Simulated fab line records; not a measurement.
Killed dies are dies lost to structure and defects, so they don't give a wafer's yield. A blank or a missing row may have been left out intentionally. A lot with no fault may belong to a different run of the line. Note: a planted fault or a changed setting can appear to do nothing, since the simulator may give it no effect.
fab line records	flow berkeley_cmos170
record lots=5	wafers=15	last_day=12
route steps=331 shown WELLDRIVE@58 ACTIVE@60 M3@331
lots with no fault: from the same line, run without faults
start_h: start of the lot's first displayed wafer, in hours after the record's first day	wait_h: how many hours have passed since the lot's step before this one	" identical to the entry in the row above	L1.1+2: a row that stands for several wafers	- no value present, or no start provided	* or withheld: withheld	< > ~ a bound
route shown NAME@n: NAME is a module with steps in the file, n the number in the route of the first one	usual: the fault-free wafers' mean and standard deviation	same: alike in all rows	chamber/n: place in a boat	sites: the reading at each site	_std_site: how widely they spread, as a standard deviation	_edge_site: the outer-site mean with the inner-site mean subtracted	radius_mm: how far each site lies from the wafer's centre	mask NAME#n: copy n	behind: tool/chamber where the wafer was last shaped	hold: the reason the lot was held/the length of the hold in hours/how it ended	device: the transistor (n, p or np) that didn't switch	end of line: at the end of the route, the tests of the same wafers	for a step that has no rows: nothing shown but its recipe	killed: the dies lost at the first sort to structure and to defects; this is not the yield of the wafer	map: the dies of a wafer, with x for killed, . for not killed, _ for no die there
set.NAME: the setting that was run; set.NAME@STEP: the one run at that earlier step	model.NAME: the simulator's own value behind a step, which no gauge read
a table for each step, a row for each wafer; lots at some steps of the route
services: from which hour (start_h, from the record's first day; less than 0 if before it) a tool's chamber was out of use, for how many hours, and why
## steps
# step UCB170_WELLDRIVE_ANNEAL_03
# recipe temp_c=1100	time_s=900	ambient=N2
# step UCB170_WELLDRIVE_WET_ETCH_04
# recipe chemistry=BOE	dilution=5:1	target=SiO2	temp_c=25	time_s=120
# step UCB170_ACTIVE_CLEAN_00
# recipe chemistry=SPM	temp_c=120	time_s=600
# step UCB170_ACTIVE_CLEAN_01
# recipe chemistry=dHF	dilution=25:1	time_s=60
# step UCB170_ACTIVE_OXIDATION_02
# recipe temp_c=1000	ambient=O2	target_thk_a=264	ox_time_s=1260
# step UCB170_ACTIVE_THK_MEAS_03
# recipe reads=SiO2_of_ACTIVE_OXIDATION_02
# usual ACTIVE_OXIDE_THK=26.4/0.48
lot.wafer	tool	chamber	start_h	wait_h	ACTIVE_OXIDE_THK[nm]
L816.1	film_metro-04	-	90.83	0.0	25.5
L816.2	"	-	"	"	26.1
L816.6	"	-	"	"	26.2
L822.1	film_metro-02	-	111.21	0.0	25.9
L822.4	"	-	"	"	26.0
L822.5	"	-	"	"	26.2
L824.3	film_metro-02	-	122.71	0.0	27.0
L824.4	"	-	"	"	26.7
L824.5	"	-	"	"	26.6
L825.1	film_metro-04	-	132.27	0.0	26.1
L825.2	"	-	"	"	26.0
L825.4	"	-	"	"	26.2
L834.3	film_metro-03	-	187.79	0.0	26.2
L834.4	"	-	"	"	25.9
L834.5	"	-	"	"	25.9
# step UCB170_ACTIVE_ANNEAL_04
# recipe temp_c=1000	time_s=900	ambient=N2
# step UCB170_ACTIVE_CVD_05
# recipe material=Si3N4	target_thk_nm=220	temp_c=800	precursor=SiH2Cl2/NH3	time_s=3300	pressure_mtorr=200	sih2cl2_flow_sccm=25	nh3_flow_sccm=75
# step UCB170_ACTIVE_THK_MEAS_06
# recipe reads=Si3N4_of_ACTIVE_CVD_05
# usual ACTIVE_NITRIDE_THK=219.9/1.7
lot.wafer	tool	chamber	start_h	wait_h	ACTIVE_NITRIDE_THK[nm]
L816.1	film_metro-04	-	97.11	0.0	218.9
L816.2	"	-	"	"	219.1
L816.6	"	-	"	"	220.3
L822.1	film_metro-03	-	117.55	0.1	219.5
L822.4	"	-	"	"	219.6
L822.5	"	-	"	"	220.5
L824.3	film_metro-03	-	127.01	0.0	220.0
L824.4	"	-	"	"	221.3
L824.5	"	-	"	"	219.0
L825.1	film_metro-04	-	140.02	0.0	220.3
L825.2	"	-	"	"	217.7
L825.4	"	-	"	"	218.2
L834.3	film_metro-03	-	193.71	0.0	220.1
L834.4	"	-	"	"	221.8
L834.5	"	-	"	"	219.4
# step UCB170_ACTIVE_HMDS_07
# recipe prime_time_s=60	prime_temp_c=100
# step UCB170_ACTIVE_COAT_08
# recipe resist=KrF	spin_rpm=1500	resist_thk_nm=900
# step UCB170_ACTIVE_SOFTBAKE_09
# recipe resist=KrF	temp_c=130	time_s=60
# step UCB170_ACTIVE_EXPOSE_10
# recipe mask_id=ACTIVE	target_cd_nm=1200	na=0.5	sigma_outer=0.6	source_shape=conventional	dose_mj=20
# usual focus_offset_nm=0.1/0.53
lot.wafer	tool	chamber	start_h	wait_h	mask	focus_offset_nm
L816.1	krf_scanner-01	0	97.75	0.2	ACTIVE#0	0.0
L816.2	"	0	"	"	ACTIVE#0	-0.1
L816.6	"	0	"	"	ACTIVE#0	0.0
L822.1	krf_scanner-02	0	118.82	0.3	ACTIVE#0	0.6
L822.4	"	0	"	"	ACTIVE#0	-0.6
L822.5	"	0	"	"	ACTIVE#0	-0.9
L824.3	krf_scanner-01	0	127.78	0.4	ACTIVE_R1#0	0.9
L824.4	"	0	"	"	ACTIVE_R1#0	-0.3
L824.5	"	0	"	"	ACTIVE_R1#0	0.1
L825.1	krf_scanner-02	0	141.07	0.3	ACTIVE#0	0.4
L825.2	"	0	"	"	ACTIVE#0	-1.0
L825.4	"	0	"	"	ACTIVE#0	-0.1
L834.3	krf_scanner-02	0	194.24	0.1	ACTIVE#0	-0.1
L834.4	"	0	"	"	ACTIVE#0	1.0
L834.5	"	0	"	"	ACTIVE#0	0.7
# step UCB170_ACTIVE_PEB_11
# recipe peb_temp_c=130	peb_time_s=withheld	resist=KrF
# step UCB170_ACTIVE_DEVELOP_12
# recipe developer=TMAH	develop_time_s=45	resist=KrF	dev_temp_c=21
# step UCB170_ACTIVE_CD_MEAS_13
# recipe target_cd_nm=1200
# usual cd_nm=1200.3/1.4
lot.wafer	tool	chamber	start_h	wait_h	cd_nm
L816.1	cd_sem-02	-	98.14	-	1196.5
L816.2	"	-	"	"	1199.3
L816.6	"	-	"	"	1197.6
L822.1	cd_sem-01	-	119.88	-	1198.7
L822.4	"	-	"	"	1199.9
L822.5	"	-	"	"	1199.7
L824.3	cd_sem-01	-	128.33	-	1381.1
L824.4	"	-	"	"	1380.6
L824.5	"	-	"	"	1380.5
L825.1	cd_sem-02	-	142.32	-	1199.2
L825.2	"	-	"	"	1201.1
L825.4	"	-	"	"	1202.6
L834.3	cd_sem-01	-	194.72	-	1200.4
L834.4	"	-	"	"	1201.8
L834.5	"	-	"	"	1201.2
# step UCB170_ACTIVE_OVL_MEAS_14
# usual ACTIVE_OVL=1/5.1
lot.wafer	tool	chamber	start_h	wait_h	ACTIVE_OVL[nm]
L816.1	overlay-02	-	98.26	0.1	-1
L816.2	"	-	"	"	3
L816.6	"	-	"	"	-2
L822.1	overlay-01	-	120.00	0.1	2
L822.4	"	-	"	"	-3
L822.5	"	-	"	"	0
L824.3	overlay-01	-	128.42	0.1	5
L824.4	"	-	"	"	1
L824.5	"	-	"	"	9
L825.1	overlay-01	-	142.44	0.1	-3
L825.2	"	-	"	"	0
L825.4	"	-	"	"	0
L834.3	overlay-02	-	194.81	0.1	15
L834.4	"	-	"	"	4
L834.5	"	-	"	"	9
# step UCB170_ACTIVE_ETCH_15
# recipe chemistry=CH3F/Ar/O2	target=Si3N4	stop_on=SiO2	CH3F_flow_sccm=20	Ar_flow_sccm=50	O2_flow_sccm=7	pressure_mtorr=50	rf_w=450	target_depth_a=2420	over_etch_frac=0.1	time_s=151
# usual CH3F_flow_sccm=20.00/0.062	drypump_motor_current_A=5.6/0.38	oes_product_au=0.943/0.013	throttle_valve_pct=8.01/0.088
lot.wafer	tool	chamber	start_h	wait_h	CH3F_flow_sccm	drypump_motor_current_A	oes_product_au	rf_hours_counter_h	throttle_valve_pct	model.ACTIVE.cd_nm
L816.1	rie_diel-03	3	98.30	0.0	20.03	5.0	0.938	49	7.99	1196
L816.2	"	1	"	"	19.99	5.7	0.929	156	8.22	1199
L816.6	"	1	"	"	20.03	5.7	0.927	-	8.24	1198
L822.1	rie_diel-03	3	120.04	0.0	19.98	5.0	0.942	51	7.99	1199
L822.4	"	1	"	"	20.08	5.7	0.928	157	8.21	1200
L822.5	"	3	"	"	19.99	5.0	0.946	-	7.98	1200
L824.3	rie_diel-02	2	128.45	0.0	20.00	5.5	0.969	139	7.95	1381
L824.4	"	1	"	"	20.16	5.3	0.940	49	7.93	1381
L824.5	"	1	"	"	19.98	5.3	0.938	-	7.94	1381
L825.1	rie_diel-01	2	142.48	0.0	19.87	5.9	0.948	121	8.03	1199
L825.2	"	0	"	"	19.98	5.9	0.928	127	8.09	1201
L825.4	"	1	"	"	20.09	6.2	0.959	-	8.07	1203
L834.3	rie_diel-03	3	194.83	0.0	20.04	5.0	0.934	54	7.97	1200
L834.4	"	0	"	"	19.87	5.4	0.939	15	8.02	1202
L834.5	"	2	"	"	20.09	4.9	0.923	-	7.94	1201
# step UCB170_ACTIVE_STRIP_16
# recipe chemistry=O2	power_w=400	pressure_mtorr=3500	platen_temp_c=withheld	o2_flow_sccm=400	overash_fraction=0.5
# usual drypump_motor_current_A=5.8/0.65	oes_product_au=0.721/0.0046	strip_time_to_endpoint_s=18.11/0.066
lot.wafer	tool	chamber	start_h	wait_h	drypump_motor_current_A	oes_product_au	rf_hours_counter_h	strip_time_to_endpoint_s
L816.1	plasma_asher-02	1	98.40	0.1	6.8	0.722	32	18.07
L816.2	"	0	"	"	5.6	0.731	32	18.11
L816.6	"	1	"	"	6.8	0.722	-	18.11
L822.1	plasma_asher-01	0	120.14	0.1	5.4	0.728	43	18.13
L822.4	"	0	"	"	5.4	0.718	-	18.30
L822.5	"	1	"	"	4.8	0.717	-	18.11
L824.3	plasma_asher-01	1	128.58	0.1	4.9	0.712	-	18.09
L824.4	"	0	"	"	5.4	0.733	-	18.09
L824.5	"	0	"	"	5.4	0.724	-	18.13
L825.1	plasma_asher-02	1	142.58	0.1	6.8	0.723	39	18.22
L825.2	"	0	"	"	5.6	0.720	39	18.08
L825.4	"	1	"	"	6.8	0.723	-	18.18
L834.3	plasma_asher-02	1	194.97	0.1	6.8	0.730	-	18.09
L834.4	"	0	"	"	5.6	0.725	-	18.19
L834.5	"	1	"	"	6.8	0.725	-	18.10
# step UCB170_M3_PROBE_99
lot.wafer	tool	chamber	start_h	wait_h	model.etest.pldd.line_ohm_um	model.etest.nldd.line_ohm_um	model.etest.nplus_sal.width_nm	model.etest.pplus_sal.width_nm	model.etest.nldd.width_nm	model.etest.pldd.width_nm	model.etest.nmos_narrow.drive_ua_um	model.etest.pmos_narrow.drive_ua_um
L816.1	prober-01	-	181.89	0.1	1840	1264	705.5	703.6	615.1	615.3	365.4	143.3
L816.2	prober-01	-	181.94	0.1	1811	1273	717.6	716.1	613	612.1	355.6	143.3
L816.6	prober-01	-	182.14	0.2	1823	1266	713.3	712	616.1	618.3	355	143.9
L822.1	prober-01	-	204.13	0.1	1777	1247	733	727.5	625	626.3	373.3	147.8
L822.4	prober-01	-	204.28	0.2	1809	1284	705.5	703.9	607.5	608	361	143.7
L822.5	prober-01	-	204.33	0.2	1828	1279	703	703.9	615.1	613.5	357.5	143.5
L824.3	prober-02	-	208.39	0.2	1431	995.1	891.5	890.8	778.1	775.1	421.1	165.6
L824.4	prober-02	-	208.44	0.2	1439	983.6	871.7	867.1	770.5	768.6	429	167.2
L824.5	prober-02	-	208.49	0.2	1432	982.2	877	872.1	774.7	778.8	437.7	170.7
L825.1	prober-01	-	231.09	0.1	1782	1269	710.9	714.7	620.5	625.9	369.8	146
L825.2	prober-01	-	231.14	0.1	1736	1232	727.1	721.6	633.1	630.4	364.1	148.9
L825.4	prober-01	-	231.24	0.2	1788	1280	703.4	702	626.1	626.5	368.7	148.4
L834.3	prober-01	-	278.28	0.2	1818	1254	727.2	726.9	615.7	617.8	359.5	145.4
L834.4	prober-01	-	278.33	0.2	1841	1309	709.4	714.2	603.2	606.6	348.2	141.3
L834.5	prober-01	-	278.38	0.2	1836	1300	721	726.5	606.6	605.7	347.4	139.9
# killed by level:class
L816.1 V2:geometric_particle:open=1
L816.2 SACOX:geometric_particle:open=1 GATE:geometric_particle:short=1 M1:geometric_particle:short=1 M2:geometric_particle:short=1
L816.6 SACOX:geometric_particle:short=1 GATE:geometric_particle:open=1 M3:geometric_particle:short=1
L822.1 GATE:geometric_particle:short=1 SILICIDE:geometric_particle:short=1
L822.5 GATE:geometric_particle:open=1
L825.1 SACOX:geometric_particle:short=1 SPACER:geometric_particle:open=1 V2:geometric_particle:short=1 ACTIVE:area_etch=1
L825.2 V2:geometric_particle:open=1
L825.4 GATE:geometric_particle:short=2 GATE:geometric_particle:open=1 V1:geometric_particle:short=1 M3:geometric_particle:open=1 PWELL:area_etch=1
L834.3 GATE:geometric_particle:short=2 FIELD:geometric_particle:open=1 SPACER:geometric_particle:short=1 M1:geometric_particle:short=1 V2:geometric_particle:short=1
L834.4 M2:geometric_particle:open=1
L834.5 SPACER:geometric_particle:open=2 GATE:geometric_particle:short=1 M3:geometric_particle:open=1
## services
tool	chamber	start_h	hours	kind
plasma_asher-01	-	79.85	2.8	pm
rie_diel-02	3	93.00	10.1	repair
rie_diel-02	1	97.50	5.1	repair
krf_scanner-02	-	107.83	0.5	repair
rie_diel-02	-	111.71	2.8	pm
krf_scanner-02	-	117.24	0.8	pm
rie_diel-01	3	137.37	-	clean
rie_diel-01	3	137.37	15.6	scheduled_down
rie_diel-03	1	137.75	-	clean
rie_diel-03	1	137.75	19.5	scheduled_down
rie_diel-03	1	137.75	19.5	vent_cycle
krf_scanner-01	-	138.45	3.6	pm
krf_scanner-02	0	141.46	-	calibration
krf_scanner-01	-	145.19	1.3	pm
rie_diel-01	0	146.73	1.7	repair
krf_scanner-02	-	150.61	1.3	pm
rie_diel-01	2	153.41	18.0	repair
krf_scanner-02	-	165.43	0.9	repair
rie_diel-01	1	175.21	5.9	repair
krf_scanner-01	-	175.39	1.0	pm
krf_scanner-01	-	177.18	4.0	repair
rie_diel-03	3	177.61	6.7	repair
krf_scanner-02	-	178.76	0.4	repair
krf_scanner-01	-	183.36	0.5	repair
## key
first_sign step=UCB170_ACTIVE_EXPOSE_10	reading=mask	direction=changed
effect step=UCB170_ACTIVE_CD_MEAS_13	reading=cd_nm	direction=up	sigmas=99+	usual=1200.3	struck=1380.7
model_effect step=UCB170_ACTIVE_ETCH_15	value=ACTIVE.cd_nm	without=1201	struck=1381
model_effect step=UCB170_M3_PROBE_99	value=etest.pldd.line_ohm_um	without=1862	struck=1434
met_at UCB170_ACTIVE_EXPOSE_10
struck_wafers L824.3,L824.4,L824.5
sort_left_out L824.3,L824.4,L824.5
tester_left_out L824
onset_between 97.75 127.78
fault kind=wrong_mask	tool=any	chamber=-	onset_h=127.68	steps=UCB170_ACTIVE_EXPOSE_10	aux_copy=ACTIVE_R1#0	cd_offset_nm=180	scope=struck_lots_only
# tester_left_out: of these lots the tester's yield and bins aren't shown, on N5 and GAA mostly nor the transistor test; their killed dies are dies lost to structure and defects alone, not to doping, threshold or leakage, so they don't give the yield
# sort_left_out: the simulated sort isn't trusted on such a fault, so these wafers' sort isn't shown, and their yield isn't known
